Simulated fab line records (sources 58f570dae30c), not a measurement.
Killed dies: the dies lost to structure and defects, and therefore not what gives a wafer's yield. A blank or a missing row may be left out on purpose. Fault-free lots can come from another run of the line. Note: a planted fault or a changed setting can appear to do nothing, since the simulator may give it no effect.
Which tool was responsible? / flow berkeley_cmos170 / Sampling: 14 lots, 42 wafers, 6 of 331 route steps

== WHAT THE GAUGES SHOWED, per wafer ==
UCB170_START_BOW_MEAS_00. Usual: INCOMING_BOW gives 0 um (standard deviation 6.3).
lot=L576; measured=day 1 10:01; on=film_metro-03; INCOMING_BOW (um)=1 -4 5; flag=
lot=L578; measured=day 1 20:00; on=film_metro-04; INCOMING_BOW (um)=4 -2 -4; flag=
lot=L580; measured=day 2 06:01; on=film_metro-01; INCOMING_BOW (um)=15 1 0; flag=
lot=L581; measured=day 2 11:00; on=film_metro-03; INCOMING_BOW (um)=-10 3 1; flag=
lot=L582; measured=day 2 16:01; on=film_metro-01; INCOMING_BOW (um)=-1 2 -7; flag=
lot=L584; measured=day 3 02:00; on=film_metro-03; INCOMING_BOW (um)=2 4 5; flag=
lot=L585; measured=day 3 07:04; on=film_metro-03; INCOMING_BOW (um)=0 -12 -4; flag=
lot=L586; measured=day 3 12:00; on=film_metro-03; INCOMING_BOW (um)=4 -5 6; flag=
lot=L588; measured=day 3 22:00; on=film_metro-01; INCOMING_BOW (um)=1 7 -4; flag=
lot=L589; measured=day 4 03:01; on=film_metro-01; INCOMING_BOW (um)=-2 -1 -3; flag=
lot=L593; measured=day 4 23:01; on=film_metro-01; INCOMING_BOW (um)=0 -10 -9; flag=
lot=L594; measured=day 5 04:00; on=film_metro-01; INCOMING_BOW (um)=0 1 -11; flag=
lot=L595; measured=day 5 09:00; on=film_metro-03; INCOMING_BOW (um)=-1 -5 5; flag=
lot=L598; measured=day 6 00:00; on=film_metro-03; INCOMING_BOW (um)=-1 8 -3; flag=

UCB170_NWELL_THK_MEAS_05. Usual: NWELL_NITRIDE_THK gives 224.6 nm (standard deviation 2.3).
lot=L576; measured=day 2 08:35; on=film_metro-01; NWELL_NITRIDE_THK (nm)=226.9 226.6 224.8; flag=
lot=L578; measured=day 2 21:58; on=film_metro-02; NWELL_NITRIDE_THK (nm)=222.5 223.0 222.6; flag=
lot=L580; measured=day 3 03:09; on=film_metro-01; NWELL_NITRIDE_THK (nm)=222.0 223.2 220.3; flag=
lot=L581; measured=day 3 15:14; on=film_metro-02; NWELL_NITRIDE_THK (nm)=222.8 220.6 220.8; flag=
lot=L582; measured=day 3 15:15; on=film_metro-01; NWELL_NITRIDE_THK (nm)=223.5 222.7 224.1; flag=
lot=L584; measured=day 3 19:03; on=film_metro-02; NWELL_NITRIDE_THK (nm)=226.7 226.4 227.6; flag=
lot=L585; measured=day 4 00:27; on=film_metro-02; NWELL_NITRIDE_THK (nm)=226.4 224.9 224.4; flag=
lot=L586; measured=day 4 03:17; on=film_metro-02; NWELL_NITRIDE_THK (nm)=224.1 223.4 224.6; flag=
lot=L588; measured=day 4 15:32; on=film_metro-02; NWELL_NITRIDE_THK (nm)=224.5 224.5 225.6; flag=
lot=L589; measured=day 4 23:48; on=film_metro-01; NWELL_NITRIDE_THK (nm)=222.8 224.4 223.7; flag=
lot=L593; measured=day 5 20:07; on=film_metro-04; NWELL_NITRIDE_THK (nm)=228.6 229.4 228.6; flag=
lot=L594; measured=day 6 02:42; on=film_metro-04; NWELL_NITRIDE_THK (nm)=91.4 90.6 89.1; flag=OFF
lot=L595; measured=day 6 10:33; on=film_metro-02; NWELL_NITRIDE_THK (nm)=95.8 93.1 94.2; flag=OFF
lot=L598; measured=day 6 23:11; on=film_metro-04; NWELL_NITRIDE_THK (nm)=223.6 225.9 225.7; flag=

UCB170_PWELL_THK_MEAS_03. Usual: PWELL_OXIDE_THK gives 26.4 nm (standard deviation 0.53).
lot=L576; measured=day 2 18:26; on=film_metro-04; PWELL_OXIDE_THK (nm)=27.3 26.5 27.2; flag=
lot=L578; measured=day 3 10:13; on=film_metro-03; PWELL_OXIDE_THK (nm)=26.3 27.1 26.7; flag=
lot=L580; measured=day 3 14:55; on=film_metro-03; PWELL_OXIDE_THK (nm)=26.5 26.3 26.7; flag=
lot=L581; measured=day 4 03:59; on=film_metro-02; PWELL_OXIDE_THK (nm)=26.8 25.7 26.1; flag=
lot=L582; measured=day 4 04:00; on=film_metro-03; PWELL_OXIDE_THK (nm)=26.5 26.3 26.8; flag=
lot=L584; measured=day 4 06:50; on=film_metro-03; PWELL_OXIDE_THK (nm)=26.4 26.9 26.3; flag=
lot=L585; measured=day 4 13:19; on=film_metro-02; PWELL_OXIDE_THK (nm)=27.2 27.3 27.5; flag=
lot=L586; measured=day 4 13:17; on=film_metro-04; PWELL_OXIDE_THK (nm)=25.9 25.5 25.4; flag=
lot=L588; measured=day 5 02:14; on=film_metro-02; PWELL_OXIDE_THK (nm)=26.8 26.9 26.7; flag=
lot=L589; measured=day 5 10:16; on=film_metro-03; PWELL_OXIDE_THK (nm)=25.7 25.5 25.7; flag=
lot=L593; measured=day 6 05:01; on=film_metro-04; PWELL_OXIDE_THK (nm)=25.4 25.0 25.5; flag=
lot=L594; measured=day 6 15:21; on=film_metro-03; PWELL_OXIDE_THK (nm)=26.7 26.7 26.3; flag=
lot=L595; measured=day 6 21:44; on=film_metro-04; PWELL_OXIDE_THK (nm)=26.1 26.2 26.0; flag=
lot=L598; measured=day 7 08:55; on=film_metro-04; PWELL_OXIDE_THK (nm)=26.1 25.9 25.9; flag=

UCB170_ACTIVE_CD_MEAS_13: the cd target is 1200 nm. Usual: cd_nm at 1199.7 nm, with a standard deviation of 1.6.
lot=L576; measured=day 3 23:28; on=cd_sem-02; cd_nm (nm)=1203.0 1202.1 1203.0; flag=
lot=L578; measured=day 4 21:08; on=cd_sem-02; cd_nm (nm)=1201.7 1200.0 1199.7; flag=
lot=L580; measured=day 5 03:13; on=cd_sem-02; cd_nm (nm)=1198.8 1197.3 1197.9; flag=
lot=L581; measured=day 5 18:48; on=cd_sem-01; cd_nm (nm)=1199.2 1198.9 1199.6; flag=
lot=L582; measured=day 5 11:48; on=cd_sem-02; cd_nm (nm)=1198.4 1198.9 1198.0; flag=
lot=L584; measured=day 5 18:01; on=cd_sem-02; cd_nm (nm)=1198.9 1197.6 1199.2; flag=
lot=L585; measured=day 6 00:15; on=cd_sem-02; cd_nm (nm)=1201.1 1199.1 1200.7; flag=
lot=L586; measured=day 5 23:55; on=cd_sem-01; cd_nm (nm)=1197.8 1198.4 1197.9; flag=
lot=L588; measured=day 6 20:27; on=cd_sem-02; cd_nm (nm)=1199.5 1198.6 1200.0; flag=
lot=L589; measured=day 7 03:58; on=cd_sem-02; cd_nm (nm)=1199.6 1199.5 1199.5; flag=
lot=L593; measured=day 7 15:14; on=cd_sem-01; cd_nm (nm)=1200.9 1200.2 1201.6; flag=
lot=L594; measured=day 8 01:10; on=cd_sem-02; cd_nm (nm)=1200.0 1200.7 1201.6; flag=
lot=L595; measured=day 8 04:52; on=cd_sem-02; cd_nm (nm)=1201.7 1202.1 1201.1; flag=
lot=L598; measured=day 8 17:38; on=cd_sem-01; cd_nm (nm)=1200.5 1201.0 1202.2; flag=

== WHICH TOOL RAN EACH LOT (tool, then ch and the chambers of the sampled wafers, then the start) ==
lot=L576; UCB170_NWELL_CVD_04=lpcvd-02 ch 0, day 2 06:38; UCB170_NWELL_ETCH_13=rie_diel-02 ch 0,1,3, day 2 09:50
lot=L578; UCB170_NWELL_CVD_04=lpcvd-02 ch 0, day 2 20:02; UCB170_NWELL_ETCH_13=rie_diel-04 ch 0,1,2, day 2 22:54
lot=L580; UCB170_NWELL_CVD_04=lpcvd-01 ch 0, day 3 01:12; UCB170_NWELL_ETCH_13=rie_diel-01 ch 1,2,3, day 3 04:04
lot=L581; UCB170_NWELL_CVD_04=lpcvd-02 ch 1, day 3 13:19; UCB170_NWELL_ETCH_13=rie_diel-04 ch 0,2,3, day 3 16:43
lot=L582; UCB170_NWELL_CVD_04=lpcvd-02 ch 0, day 3 13:19; UCB170_NWELL_ETCH_13=rie_diel-01 ch 1,2,3, day 3 16:34
lot=L584; UCB170_NWELL_CVD_04=lpcvd-02 ch 0, day 3 17:07; UCB170_NWELL_ETCH_13=rie_diel-02 ch 0,1,2, day 3 20:37
lot=L585; UCB170_NWELL_CVD_04=lpcvd-02 ch 0, day 3 22:28; UCB170_NWELL_ETCH_13=rie_diel-02 ch 0,2,3, day 4 01:33
lot=L586; UCB170_NWELL_CVD_04=lpcvd-01 ch 1, day 4 01:22; UCB170_NWELL_ETCH_13=rie_diel-02 ch 0,1,2, day 4 04:29
lot=L588; UCB170_NWELL_CVD_04=lpcvd-01 ch 1, day 4 13:36; UCB170_NWELL_ETCH_13=rie_diel-02 ch 2,3, day 4 16:47
lot=L589; UCB170_NWELL_CVD_04=lpcvd-02 ch 1, day 4 21:52; UCB170_NWELL_ETCH_13=rie_diel-02 ch 0,2,3, day 5 01:04
lot=L593; UCB170_NWELL_CVD_04=lpcvd-01 ch 1, day 5 18:10; UCB170_NWELL_ETCH_13=rie_diel-04 ch 1,2, day 5 21:38
lot=L594; UCB170_NWELL_CVD_04=lpcvd-02 ch 0, day 6 00:46; UCB170_NWELL_ETCH_13=rie_diel-01 ch 0,1,3, day 6 03:42
lot=L595; UCB170_NWELL_CVD_04=lpcvd-02 ch 1, day 6 08:37; UCB170_NWELL_ETCH_13=rie_diel-02 ch 1,2,3, day 6 12:00
lot=L598; UCB170_NWELL_CVD_04=lpcvd-01 ch 1, day 6 21:15; UCB170_NWELL_ETCH_13=rie_diel-01 ch 0,1, day 7 00:07
- UCB170_NWELL_CVD_04: deposits Si3N4 from SiH2Cl2/NH3, target thk 224 nm, time 3360 s.
- UCB170_NWELL_ETCH_13: etches Si3N4 in CH3F/Ar/O2, stops on SiO2, target depth 246.4 nm, time 154 s.

== WHAT THE TOOLS THEMSELVES READ (means of the sampled wafers that have a number; where no wafer has one, the mark that the record gives instead) ==
UCB170_NWELL_ETCH_13. Usual: drypump_motor_current_A 5.62 A, standard deviation 0.28; mfc_ar_sccm 50.01 sccm, standard deviation 0.15; oes_product_au 0.947 a.u., standard deviation 0.013; throttle_valve_pct 8.09 %, standard deviation 0.13.
lot=L576; tool=rie_diel-02; drypump_motor_current_A (A)=5.40; mfc_ar_sccm (sccm)=50.05; oes_product_au (a.u.)=0.948; throttle_valve_pct (%)=7.99; flag=
lot=L578; tool=rie_diel-04; drypump_motor_current_A (A)=5.70; mfc_ar_sccm (sccm)=49.95; oes_product_au (a.u.)=0.955; throttle_valve_pct (%)=8.06; flag=
lot=L580; tool=rie_diel-01; drypump_motor_current_A (A)=5.68; mfc_ar_sccm (sccm)=49.92; oes_product_au (a.u.)=0.931; throttle_valve_pct (%)=8.13; flag=
lot=L581; tool=rie_diel-04; drypump_motor_current_A (A)=5.90; mfc_ar_sccm (sccm)=49.95; oes_product_au (a.u.)=0.951; throttle_valve_pct (%)=8.04; flag=
lot=L582; tool=rie_diel-01; drypump_motor_current_A (A)=5.67; mfc_ar_sccm (sccm)=49.98; oes_product_au (a.u.)=0.935; throttle_valve_pct (%)=8.13; flag=
lot=L584; tool=rie_diel-02; drypump_motor_current_A (A)=5.44; mfc_ar_sccm (sccm)=50.02; oes_product_au (a.u.)=0.954; throttle_valve_pct (%)=8.04; flag=
lot=L585; tool=rie_diel-02; drypump_motor_current_A (A)=5.52; mfc_ar_sccm (sccm)=49.80; oes_product_au (a.u.)=0.951; throttle_valve_pct (%)=8.06; flag=
lot=L586; tool=rie_diel-02; drypump_motor_current_A (A)=5.41; mfc_ar_sccm (sccm)=50.11; oes_product_au (a.u.)=0.949; throttle_valve_pct (%)=8.05; flag=
lot=L588; tool=rie_diel-02; drypump_motor_current_A (A)=5.65; mfc_ar_sccm (sccm)=49.92; oes_product_au (a.u.)=0.941; throttle_valve_pct (%)=8.00; flag=
lot=L589; tool=rie_diel-02; drypump_motor_current_A (A)=5.50; mfc_ar_sccm (sccm)=49.94; oes_product_au (a.u.)=0.944; throttle_valve_pct (%)=8.06; flag=
lot=L593; tool=rie_diel-04; drypump_motor_current_A (A)=5.96; mfc_ar_sccm (sccm)=49.97; oes_product_au (a.u.)=0.966; throttle_valve_pct (%)=7.93; flag=
lot=L594; tool=rie_diel-01; drypump_motor_current_A (A)=5.79; mfc_ar_sccm (sccm)=49.89; oes_product_au (a.u.)=0.607; throttle_valve_pct (%)=8.18; flag=OFF
lot=L595; tool=rie_diel-02; drypump_motor_current_A (A)=5.57; mfc_ar_sccm (sccm)=49.97; oes_product_au (a.u.)=0.617; throttle_valve_pct (%)=7.96; flag=OFF
lot=L598; tool=rie_diel-01; drypump_motor_current_A (A)=5.71; mfc_ar_sccm (sccm)=50.04; oes_product_au (a.u.)=0.949; throttle_valve_pct (%)=8.24; flag=

== THE ANSWER, worked out from the rows above alone ==
Rule: lot off if the mean of its wafers having a number is beyond 3 standard deviations from the usual mean. A lot without any number at a reading at which 4 lots or more have one is off too. The other lots that the step has rows for count as sound. Order of review: gauges by route order, followed by the tools' own readings, for which a lot's mean as printed above is used. The first step at which some lot is off is used, and at that step the reading that is off furthest; a lot without a number counts as furthest.
Off: at UCB170_NWELL_THK_MEAS_05 (NWELL_NITRIDE_THK), L594, L595.
A tool fits if, at a process step before that reading, it ran every lot that is off, and no sound lot after the first of them. The gauges at UCB170_NWELL_THK_MEAS_05 aren't tried: what is off there is off at UCB170_NWELL_ETCH_13 too, on other tools, and a gauge's error can't cause that. One fits: lpcvd-02 at UCB170_NWELL_CVD_04. A fault onset in the window from L589 (day 4 21:52, its last sound lot) to L594 (day 6 00:46, its first lot off) fits.

== WHAT WAS PUT IN BY THE SIMULATOR ==
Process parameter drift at UCB170_NWELL_CVD_04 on lpcvd-02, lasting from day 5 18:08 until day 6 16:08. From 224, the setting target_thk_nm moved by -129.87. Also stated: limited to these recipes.
Struck lots among those shown: L594, L595. The rule given above showed the same thing.
